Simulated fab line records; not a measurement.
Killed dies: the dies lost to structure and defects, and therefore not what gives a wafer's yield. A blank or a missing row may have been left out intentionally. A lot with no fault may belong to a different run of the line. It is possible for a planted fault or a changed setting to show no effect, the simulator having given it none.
The tool behind it: which one? -- flow berkeley-cmos170 -- 14 lots, 42 wafers sampled, at 3 steps of a route of 331

WHAT EACH GAUGE READ, for each wafer
UCB170_PLDD_TW_MEAS_11. Usual: PLDD_TW 1015, standard deviation 4.3.
lot,measured,on,PLDD_TW,flag
L848,day 6 00:40,film-metro-02,1016 1015 1012,
L850,day 6 03:16,film-metro-01,1020 1011 1019,
L852,day 6 14:12,film-metro-01,1018 1015 1019,
L851,day 6 14:47,film-metro-03,1015 1021 1019,
L853,day 6 15:23,film-metro-03,1008 1010 1012,
L854,day 7 07:11,film-metro-01,1017 1012 1009,
L855,day 7 14:29,film-metro-02,1013 1018 1009,
L858,day 8 03:10,film-metro-01,1019 1014 1017,
L861,day 8 17:14,film-metro-03,1022 1020 1018,
L863,day 8 23:52,film-metro-02,954 956 950,OFF
L865,day 9 20:46,film-metro-03,957 955 966,OFF
L867,day 10 02:02,film-metro-01,1007 1012 1011,
L868,day 10 02:16,film-metro-02,1020 1020 1018,
L871,day 11 08:13,film-metro-02,1009 1006 1013,

UCB170_SDANNEAL_RS_MEAS_04: the measuring method here is four-point-probe. Usual: PLDD_RS 1031.7 ohm/sq, standard deviation 2.4.
lot,measured,on,PLDD_RS (ohm/sq),flag
L848,day 6 11:40,film-metro-02,1033.9 1030.9 1032.6,
L850,day 6 19:04,film-metro-03,1034.5 1028.5 1033.0,
L852,day 7 02:24,film-metro-02,1029.8 1027.0 1028.6,
L851,day 7 02:34,film-metro-03,1031.5 1031.7 1031.8,
L853,day 7 02:52,film-metro-01,1033.8 1032.2 1031.2,
L854,day 7 18:39,film-metro-02,1033.2 1029.9 1034.7,
L855,day 8 05:26,film-metro-03,1033.9 1032.7 1030.5,
L858,day 8 19:07,film-metro-03,1028.8 1031.4 1030.3,
L861,day 9 05:26,film-metro-01,1033.7 1034.6 1033.7,
L863,day 9 14:03,film-metro-02,1184.8 1185.3 1187.3,OFF
L865,day 10 09:13,film-metro-03,1190.4 1195.7 1190.9,OFF
L867,day 10 17:21,film-metro-03,1030.4 1027.8 1031.3,
L868,day 10 17:37,film-metro-01,1032.0 1033.9 1033.0,
L871,day 11 20:06,film-metro-03,1029.8 1034.6 1030.7,

TOOL THAT RAN EACH LOT (tool first, then ch and the chambers of the sampled wafers, then the start)
lot,UCB170_PLDD_IMPLANT_09
L848,"implanter-03 ch 0, day 6 00:25"
L850,"implanter-01 ch 0, day 6 03:02"
L852,"implanter-04 ch 0, day 6 13:58"
L851,"implanter-01 ch 0, day 6 14:33"
L853,"implanter-04 ch 0, day 6 15:10"
L854,"implanter-04 ch 0, day 7 06:58"
L855,"implanter-01 ch 0, day 7 14:14"
L858,"implanter-01 ch 0, day 8 02:56"
L861,"implanter-03 ch 0, day 8 16:59"
L863,"implanter-01 ch 0, day 8 23:37"
L865,"implanter-01 ch 0, day 9 20:31"
L867,"implanter-03 ch 0, day 10 01:49"
L868,"implanter-04 ch 0, day 10 02:01"
L871,"implanter-04 ch 0, day 11 08:00"
- UCB170_PLDD_IMPLANT_09

AS READ BY THE TOOLS THEMSELVES (means over the sampled wafers that have a number; for cases with no such wafer, the mark the record gives instead)
UCB170_PLDD_IMPLANT_09. Usual: dose-ions-cm2 5.002e+13, standard deviation 6e+10; faraday-current-uA 158.3, standard deviation 3.
lot,tool,dose-ions-cm2,faraday-current-uA,flag
L848,implanter-03,5.002e+13,157.7,
L850,implanter-01,4.994e+13,157.4,
L852,implanter-04,5.002e+13,161.1,
L851,implanter-01,4.998e+13,161.4,
L853,implanter-04,5.001e+13,157.7,
L854,implanter-04,5.000e+13,163.8,
L855,implanter-01,4.995e+13,158.4,
L858,implanter-01,5.016e+13,156.8,
L861,implanter-03,4.998e+13,159.1,
L863,implanter-01,3.352e+13,104.7,OFF
L865,implanter-01,3.356e+13,106.4,OFF
L867,implanter-03,5.004e+13,156.7,
L868,implanter-04,5.001e+13,159.7,
L871,implanter-04,4.996e+13,159.2,

THE ANSWER, worked out from the rows above alone
Rule: a lot counts as off when the mean over its wafers that have a number is more than 3 standard deviations away from the usual mean. A lot without any number at a reading at which 4 lots or more have one is off too. All remaining lots with rows at the step are treated as sound. After the gauges, taken in route order, come the tools' own readings; for these a lot's mean is taken, as printed above. At the first step where some lot is off, the reading lying furthest off is the one used; lots without a number count as furthest.
Off: L863, L865, seen at UCB170_PLDD_TW_MEAS_11 (PLDD_TW).
A tool fits if, at a process step before that reading, it ran every lot that is off, and no sound lot after the first of them. Not tried: the gauges at UCB170_PLDD_TW_MEAS_11; whatever is off there is also off at UCB170_PLDD_IMPLANT_09, on other tools, and gauge error can't account for it. One fits: implanter-01 at UCB170_PLDD_IMPLANT_09. Its last sound lot is L858 (day 8 02:56), its first lot that is off L863 (day 8 23:37): a fault that began between those two fits.
The tool's own readings at UCB170_PLDD_IMPLANT_09 bear it out: on the lots that are off they differ by more than 5 times the standard deviation of the sound lots' means. dose-ions-cm2 reads 3.354e+13 there against 5.001e+13 on the sound lots; faraday-current-uA reads 105.6 there against 159.1 on the sound lots.

WHAT THE SIMULATOR HAD INSERTED
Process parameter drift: implanter-01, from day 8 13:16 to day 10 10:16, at UCB170_PLDD_IMPLANT_09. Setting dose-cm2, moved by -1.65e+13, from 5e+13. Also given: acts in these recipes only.
Shown lots that were struck: L863, L865. The same result came from the rule above.
